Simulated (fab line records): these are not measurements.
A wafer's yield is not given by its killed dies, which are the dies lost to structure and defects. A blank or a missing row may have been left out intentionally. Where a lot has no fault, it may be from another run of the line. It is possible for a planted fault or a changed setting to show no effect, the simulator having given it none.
The same fault as seen by 2 desks || flow ritCmos || only its own numbers are on each desk; what lay behind them is given at the end

## AT THE TOOL OWNER'S DESK: furnace-04
The tool's own readings at RIT_GATE_OXIDATION_05 (target thk 3 nm, ox time 270 s): means of the sampled wafers that have a number, for each lot that ran on this tool. If a lot's mean is further than 4 standard deviations from the usual mean, the lot is out of limits and carries the mark OUT (the distance appears in the brackets).
Columns: A = spikeTcLoadC at RIT_GATE_OXIDATION_05, usual 923.5 C; B = zonePowerCentrePct at RIT_GATE_OXIDATION_05, usual 39.9 %
{"lot": "L350", "first seen here": "day 2 20:17", "A": 922.0, "B": 39.5}
{"lot": "L352", "first seen here": "day 3 09:00", "A": 920.8, "B": 39.9}
{"lot": "L357", "first seen here": "day 4 10:37", "A": 921.6, "B": 39.5}
{"lot": "L361", "first seen here": "day 5 07:13", "A": 920.9, "B": 39.5}
{"lot": "L362", "first seen here": "day 5 11:11", "A": 921.5, "B": 39.4}
{"lot": "L367", "first seen here": "day 6 13:39", "A": 921.3, "B": 39.2}
{"lot": "L368", "first seen here": "day 6 17:34", "A": 920.3, "B": 39.4}
Result from this desk: across the 7 lots, nothing is out of limits.

## THE METROLOGY DESK
What the gauges read for every lot (on any tool): the sampled wafers with a number, averaged. If a lot's mean is further than 4 standard deviations from the usual mean, the lot is out of limits and carries the mark OUT (the distance appears in the brackets).
Columns: A = ACTIVE_NITRIDE_THK at RIT_ACTIVE_THK_MEAS_04, usual 149.6 nm; B = GATE_OXIDE_THK at RIT_GATE_THK_MEAS_07, usual 2.99 nm
{"lot": "L348", "first seen here": "day 1 14:04", "A": 151.4, "B": 3.03}
{"lot": "L349", "first seen here": "day 1 19:38", "A": 150.4, "B": 3.03}
{"lot": "L350", "first seen here": "day 2 00:18", "A": 148.8, "B": 2.99}
{"lot": "L352", "first seen here": "day 2 10:57", "A": 149.2, "B": 2.99}
{"lot": "L353", "first seen here": "day 2 14:32", "A": 151.1, "B": 3.01}
{"lot": "L356", "first seen here": "day 3 06:26", "A": 149.4, "B": 3.00}
{"lot": "L357", "first seen here": "day 3 13:29", "A": 148.3, "B": 3.09}
{"lot": "L359", "first seen here": "day 3 20:34", "A": 152.0, "B": 2.93}
{"lot": "L361", "first seen here": "day 4 06:32", "A": 149.1, "B": 3.04}
{"lot": "L362", "first seen here": "day 4 12:06", "A": 149.3, "B": 3.08}
{"lot": "L363", "first seen here": "day 4 16:33", "A": 146.7, "B": 2.95}
{"lot": "L367", "first seen here": "day 5 12:33", "A": 148.9, "B": "3.27 (+4.1) OUT"}
{"lot": "L368", "first seen here": "day 5 19:25", "A": 149.0, "B": "3.28 (+4.2) OUT"}
{"lot": "L371", "first seen here": "day 6 09:44", "A": 149.1, "B": 3.06}
This desk reports L367, L368 out of limits; the earliest was L367 at day 6 15:10 (GATE_OXIDE_THK at RIT_GATE_THK_MEAS_07). In limits: L348, L349, L350, L352, L353, L356, L357, L359, L361, L362, L363, L371.

## BROUGHT TOGETHER
L367, L368 would have let the metrology desk raise an alarm at day 6 15:10.
Nothing out of limits was seen by the tool owner's desk.
Tool owner's desk: L367, L368 on record, inside its limits.
Every lot named ran RIT_GATE_OXIDATION_05 on furnace-04.

## WHAT HAD BEEN PUT IN BY THE SIMULATOR
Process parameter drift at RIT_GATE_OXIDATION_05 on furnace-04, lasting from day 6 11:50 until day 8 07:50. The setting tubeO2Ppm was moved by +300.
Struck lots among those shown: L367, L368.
Hours from the fault's start to each desk's first reading out of limits: the metrology desk, 3.
